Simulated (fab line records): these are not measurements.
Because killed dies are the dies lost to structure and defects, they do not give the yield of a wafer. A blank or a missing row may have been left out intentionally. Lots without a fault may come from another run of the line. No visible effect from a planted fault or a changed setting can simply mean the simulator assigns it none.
fab line records	flow berkeley-cmos170
record lots=14	wafers=38	last-day=11
route steps=331 shown FIELD@91 SILICIDE@211 V1@258
lots with no fault: from the same line, run without faults
start-h: start of the lot's first displayed wafer, in hours after the record's first day	wait-h: how many hours have passed since the lot's step before this one	" the same as in the row above	L1.1+2: a single row standing in for several wafers	- no value, or no start given	* or withheld: withheld	< > ~ a bound
route shown NAME@n: a module of which the file shows steps, and the number in the route of the first	usual: mean and standard deviation over wafers with no fault	same: alike in all rows	chamber/n: place in a boat	sites: each site's reading	_std_site: the values' standard deviation	_edge_site: outer sites' mean less inner sites'	radius-mm: how far each site lies from the wafer's centre	mask NAME#n: copy n	behind: the last tool/chamber to shape the wafer	hold: why the lot went on hold/how many hours it stayed there/how the hold came to an end	device: the n, p or np transistor that did not switch	end of line: the same wafers' tests at the end of the route	where a step has no rows: the recipe by itself	killed: count of dies lost to structure and defects at first sort (not the wafer's yield)	map: a wafer's dies, marking killed ones x, the rest . and places with no die _
set.NAME: the setting that was run; set.NAME@STEP: the one run at that earlier step	model.NAME: the simulator's own value behind a step, which no gauge read
steps of the route over a sample of lots; a table a step, a row a wafer
services: the hour from which a tool's chamber was out of use, counted from the record's first day as start-h (under 0 if before that day), plus the number of hours and why
## steps
# step UCB170_FIELD_THK_MEAS_02
# recipe reads=SiO2_of_FIELD_OXIDATION_01
# usual FIELD_OXIDE_THK=559/10
lot.wafer	tool	chamber	start-h	wait-h	FIELD_OXIDE_THK[nm]
L912.1	film-metro-01	-	110.56	0.0	558
L912.3	"	-	"	"	568
L912.5	"	-	"	"	559
L913.3	film-metro-03	-	110.58	0.0	547
L913.4	"	-	"	"	540
L913.6	"	-	"	"	537
L914.1	film-metro-01	-	113.80	0.0	555
L914.4	"	-	"	"	552
L914.6	"	-	"	"	558
L915.1	film-metro-04	-	113.80	0.0	562
L915.3	"	-	"	"	561
L915.4	"	-	"	"	563
L916.1	film-metro-03	-	122.48	0.0	560
L916.3	"	-	"	"	565
L916.6	"	-	"	"	565
L917.1	film-metro-04	-	122.48	0.0	558
L917.2	"	-	"	"	564
L917.5	"	-	"	"	558
L920.1	film-metro-03	-	135.71	0.0	570
L920.2	"	-	"	"	563
L920.3	"	-	"	"	568
L919.2	film-metro-04	-	135.72	0.0	580
L919.3	"	-	"	"	578
L919.5	"	-	"	"	573
L922.6	film-metro-03	-	141.04	0.1	538
L927.1	film-metro-04	-	150.78	0.0	557
L923.2	film-metro-04	-	159.46	0.0	564
L923.4	"	-	"	"	569
L923.6	"	-	"	"	563
L928.2	film-metro-03	-	159.46	0.0	571
L928.4	"	-	"	"	563
L928.6	"	-	"	"	570
L931.1	film-metro-03	-	175.21	0.0	568
L931.2	"	-	"	"	557
L931.6	"	-	"	"	572
L932.2	film-metro-03	-	185.15	0.0	545
L932.3	"	-	"	"	550
L932.5	"	-	"	"	541
# step UCB170_FIELD_THK_MEAS_90
# recipe reads=SiO2_of_FIELD_OXIDATION_01
# usual FIELD_OXIDE_LEFT_1_THK=443/10
lot.wafer	tool	chamber	start-h	wait-h	FIELD_OXIDE_LEFT_1_THK[nm]
L912.1	film-metro-03	-	118.68	0.0	441
L912.3	"	-	"	"	452
L912.5	"	-	"	"	442
L913.3	film-metro-04	-	118.70	0.0	431
L913.4	"	-	"	"	423
L913.6	"	-	"	"	420
L914.1	film-metro-03	-	120.43	0.0	437
L914.4	"	-	"	"	435
L914.6	"	-	"	"	441
L915.1	film-metro-04	-	120.43	0.0	445
L915.3	"	-	"	"	444
L915.4	"	-	"	"	446
L916.1	film-metro-04	-	128.11	0.0	443
L916.3	"	-	"	"	449
L916.6	"	-	"	"	448
L917.1	film-metro-03	-	128.11	0.0	443
L917.2	"	-	"	"	448
L917.5	"	-	"	"	443
L920.1	film-metro-04	-	145.16	0.0	454
L920.2	"	-	"	"	446
L920.3	"	-	"	"	452
L919.2	film-metro-03	-	145.17	0.0	463
L919.3	"	-	"	"	460
L919.5	"	-	"	"	453
L922.6	film-metro-03	-	147.96	0.1	420
L927.1	film-metro-04	-	162.90	0.1	440
L923.2	film-metro-03	-	167.05	0.0	447
L923.4	"	-	"	"	451
L923.6	"	-	"	"	446
L928.2	film-metro-04	-	167.05	0.0	455
L928.4	"	-	"	"	446
L928.6	"	-	"	"	453
L931.1	film-metro-03	-	185.84	0.0	453
L931.2	"	-	"	"	441
L931.6	"	-	"	"	457
L932.2	film-metro-01	-	197.16	0.0	427
L932.3	"	-	"	"	435
L932.5	"	-	"	"	425
# step UCB170_SILICIDE_SPUTTER_01
# recipe material=Ti	target-thk-nm=30	time-s=25	power-w=1500	chamber-pressure-pa=0.5
# usual throttle-valve-pct=30.1/0.89
lot.wafer	tool	chamber	start-h	wait-h	throttle-valve-pct
L914.1	pvd-sputter-02	-	165.40	0.0	31.4
L914.4	"	-	"	"	29.1
L914.6	"	-	"	"	29.1
L915.1	pvd-sputter-04	-	166.23	0.0	31.0
L915.3	"	-	"	"	31.1
L915.4	"	-	"	"	29.6
L913.3	pvd-sputter-02	-	166.58	0.0	29.4
L913.4	"	-	"	"	29.5
L913.6	"	-	"	"	29.6
L912.1	pvd-sputter-03	-	167.06	0.0	29.6
L912.3	"	-	"	"	31.7
L912.5	"	-	"	"	30.0
L916.1	pvd-sputter-03	-	173.65	0.0	31.4
L916.3	"	-	"	"	29.1
L916.6	"	-	"	"	31.7
L917.1	pvd-sputter-02	-	173.65	0.0	29.1
L917.2	"	-	"	"	31.6
L917.5	"	-	"	"	29.1
L919.2	pvd-sputter-02	-	203.68	0.0	29.4
L919.3	"	-	"	"	28.9
L919.5	"	-	"	"	29.2
L920.1	pvd-sputter-03	-	203.68	0.0	29.3
L920.2	"	-	"	"	30.4
L920.3	"	-	"	"	29.8
L922.6	pvd-sputter-03	-	204.71	0.0	29.9
L927.1	pvd-sputter-03	-	217.56	0.0	29.9
L923.2	pvd-sputter-02	-	223.39	0.0	29.3
L923.4	"	-	"	"	29.4
L923.6	"	-	"	"	31.5
L928.2	pvd-sputter-04	-	224.49	0.0	30.8
L928.4	"	-	"	"	29.9
L928.6	"	-	"	"	31.4
L931.1	pvd-sputter-04	-	234.19	0.0	31.0
L931.2	"	-	"	"	30.1
L931.6	"	-	"	"	29.8
L932.2	pvd-sputter-04	-	249.19	0.0	29.8
L932.3	"	-	"	"	29.7
L932.5	"	-	"	"	30.7
# step UCB170_SILICIDE_RS_MEAS_02
# recipe thk-meas-gauge=four-point-probe	reads=Ti_of_SILICIDE_SPUTTER_01
# usual SILICIDE_TI_RS=25.9/0.37
lot.wafer	tool	chamber	start-h	wait-h	hold	SILICIDE_TI_RS[ohm/sq]
L914.1	film-metro-03	-	165.43	0.0	-	26.2
L914.4	"	-	"	"	-	25.6
L914.6	"	-	"	"	-	25.6
L915.1	film-metro-01	-	166.26	0.0	-	26.0
L915.3	"	-	"	"	-	26.6
L915.4	"	-	"	"	-	26.7
L913.3	film-metro-03	-	166.65	0.1	-	25.9
L913.4	"	-	"	"	-	26.2
L913.6	"	-	"	"	-	26.1
L912.1	film-metro-01	-	167.10	0.0	-	25.7
L912.3	"	-	"	"	-	25.6
L912.5	"	-	"	"	-	25.9
L916.1	film-metro-01	-	173.68	0.0	-	25.7
L916.3	"	-	"	"	-	25.7
L916.6	"	-	"	"	-	25.5
L917.1	film-metro-04	-	173.68	0.0	-	26.6
L917.2	"	-	"	"	-	26.7
L917.5	"	-	"	"	-	26.2
L919.2	film-metro-01	-	203.74	0.0	-	26.0
L919.3	"	-	"	"	-	26.1
L919.5	"	-	"	"	-	26.1
L920.1	film-metro-03	-	203.77	0.1	-	26.0
L920.2	"	-	"	"	-	26.2
L920.3	"	-	"	"	-	26.3
L922.6	film-metro-03	-	204.83	0.1	await-dispo/0.2h/release	27.8
L922.6	film-metro-03	-	205.27	0.4	-	28.0
L927.1	film-metro-01	-	217.59	0.0	await-dispo/0.2h/release	27.4
L927.1	film-metro-01	-	217.89	0.3	-	27.7
L923.2	film-metro-03	-	223.45	0.0	-	25.6
L923.4	"	-	"	"	-	25.7
L923.6	"	-	"	"	-	25.8
L928.2	film-metro-01	-	224.54	0.0	-	25.5
L928.4	"	-	"	"	-	25.8
L928.6	"	-	"	"	-	26.0
L931.1	film-metro-03	-	234.22	0.0	-	26.1
L931.2	"	-	"	"	-	25.9
L931.6	"	-	"	"	-	25.9
L932.2	film-metro-03	-	249.24	0.0	-	25.8
L932.3	"	-	"	"	-	25.7
L932.5	"	-	"	"	-	25.3
# step UCB170_SILICIDE_THK_MEAS_03
# recipe thk-meas-gauge=xrf	reads=Ti_of_SILICIDE_SPUTTER_01
# usual SILICIDE_TI_THK=30.6/0.43
lot.wafer	tool	chamber	start-h	wait-h	hold	SILICIDE_TI_THK[nm]
L914.1	film-metro-03	-	165.55	0.1	-	30.1
L914.4	"	-	"	"	-	30.7
L914.6	"	-	"	"	-	30.9
L915.1	film-metro-01	-	166.38	0.1	-	31.1
L915.3	"	-	"	"	-	30.5
L915.4	"	-	"	"	-	30.4
L913.3	film-metro-03	-	166.75	0.1	-	30.5
L913.4	"	-	"	"	-	30.2
L913.6	"	-	"	"	-	30.3
L912.1	film-metro-01	-	167.22	0.1	-	31.3
L912.3	"	-	"	"	-	31.5
L912.5	"	-	"	"	-	31.1
L916.1	film-metro-01	-	173.80	0.1	-	31.2
L916.3	"	-	"	"	-	31.2
L916.6	"	-	"	"	-	31.3
L917.1	film-metro-04	-	173.80	0.1	-	30.2
L917.2	"	-	"	"	-	29.9
L917.5	"	-	"	"	-	30.3
L919.2	film-metro-01	-	203.85	0.1	-	31.1
L919.3	"	-	"	"	-	30.6
L919.5	"	-	"	"	-	30.6
L920.1	film-metro-03	-	203.89	0.1	-	30.5
L920.2	"	-	"	"	-	30.3
L920.3	"	-	"	"	-	30.2
L922.6	film-metro-03	-	210.66	5.4	await-dispo/0.2h/release	28.7
L922.6	film-metro-03	-	210.89	0.2	-	28.8
L927.1	film-metro-01	-	220.15	2.2	await-dispo/2.1h/release	29.6
L923.2	film-metro-03	-	223.56	0.1	-	30.8
L923.4	"	-	"	"	-	30.7
L923.6	"	-	"	"	-	30.5
L928.2	film-metro-01	-	224.65	0.1	-	31.5
L928.4	"	-	"	"	-	31.2
L928.6	"	-	"	"	-	30.9
L931.1	film-metro-03	-	234.34	0.1	-	30.2
L931.2	"	-	"	"	-	30.4
L931.6	"	-	"	"	-	30.5
L932.2	film-metro-03	-	249.35	0.1	-	30.8
L932.3	"	-	"	"	-	30.7
L932.5	"	-	"	"	-	31.0
# step UCB170_V1_THK_MEAS_04
# recipe reads=SiO2_of_V1_CVD_00
# usual V1_POLISHED_THK=999.6/1.2
lot.wafer	tool	chamber	start-h	wait-h	V1_POLISHED_THK[nm]
L914.1	film-metro-01	-	183.82	0.1	998.1
L914.4	"	-	"	"	999.8
L914.6	"	-	"	"	998.1
L915.1	film-metro-01	-	184.41	0.1	999.8
L915.3	"	-	"	"	1000.3
L915.4	"	-	"	"	1001.5
L913.3	film-metro-02	-	184.43	0.1	998.8
L913.4	"	-	"	"	998.7
L913.6	"	-	"	"	1000.5
L912.1	film-metro-02	-	190.54	0.1	1000.8
L912.3	"	-	"	"	1000.7
L912.5	"	-	"	"	1001.6
L917.1	film-metro-03	-	190.59	0.1	1001.9
L917.2	"	-	"	"	999.5
L917.5	"	-	"	"	1001.0
L916.1	film-metro-01	-	190.84	0.1	1002.4
L916.3	"	-	"	"	1000.6
L916.6	"	-	"	"	1000.1
L920.1	film-metro-02	-	218.20	0.1	1000.7
L920.2	"	-	"	"	1000.4
L920.3	"	-	"	"	1000.9
L919.2	film-metro-02	-	218.51	0.1	1001.4
L919.3	"	-	"	"	1000.9
L919.5	"	-	"	"	998.8
L927.1	film-metro-01	-	230.96	0.1	998.8
L923.2	film-metro-02	-	236.77	0.1	998.9
L923.4	"	-	"	"	1000.0
L923.6	"	-	"	"	1000.3
L928.2	film-metro-02	-	240.94	0.1	999.2
L928.4	"	-	"	"	999.3
L928.6	"	-	"	"	998.1
L931.1	film-metro-02	-	248.64	0.1	1000.3
L931.2	"	-	"	"	999.9
L931.6	"	-	"	"	1002.6
L932.2	film-metro-01	-	260.70	0.1	999.5
L932.3	"	-	"	"	1001.4
L932.5	"	-	"	"	1000.0
## services
tool	chamber	start-h	hours	kind
pvd-sputter-02	-	152.48	8.4	repair
pvd-sputter-04	3	205.02	-	consumable-replace:kit
pvd-sputter-04	3	205.02	18.0	scheduled-down
pvd-sputter-04	3	205.02	18.0	vent-cycle
pvd-sputter-03	-	209.93	3.3	repair
pvd-sputter-03	-	212.38	1.8	repair
## key
first-sign step=UCB170_SILICIDE_RS_MEAS_02	reading=visit	direction=added
effect step=UCB170_SILICIDE_RS_MEAS_02	reading=SILICIDE_TI_RS	direction=up	sigmas=4.5	usual=25.9	struck=27.6
effect step=UCB170_SILICIDE_THK_MEAS_03	reading=visit	direction=added
met-at UCB170_SILICIDE_SPUTTER_01
struck-lots L922,L927
struck-wafers L922.6,L927.1
rows-end L922.6
tester-left-out L927
not-acting-at UCB170_FIELD_THK_MEAS_02,UCB170_FIELD_THK_MEAS_90,UCB170_V1_THK_MEAS_04
onset-between 203.68 204.71
fault kind=process-parameter-drift	tool=pvd-sputter-03	chamber=-	onset-h=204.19	steps=UCB170_SILICIDE_SPUTTER_01	channel=target-thk-nm	offset=-1.5	shape=step	end-h=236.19	acts-in=these-recipes-only	stated=30	scope=struck-wafers-only
# tester-left-out: of these lots the tester's yield and bins aren't shown, on N5 and GAA mostly nor the transistor test; their killed dies are dies lost to structure and defects alone, not to doping, threshold or leakage, so they don't give the yield
# rows-end: these wafers met a further fault down the route, and their rows from its step on are left out
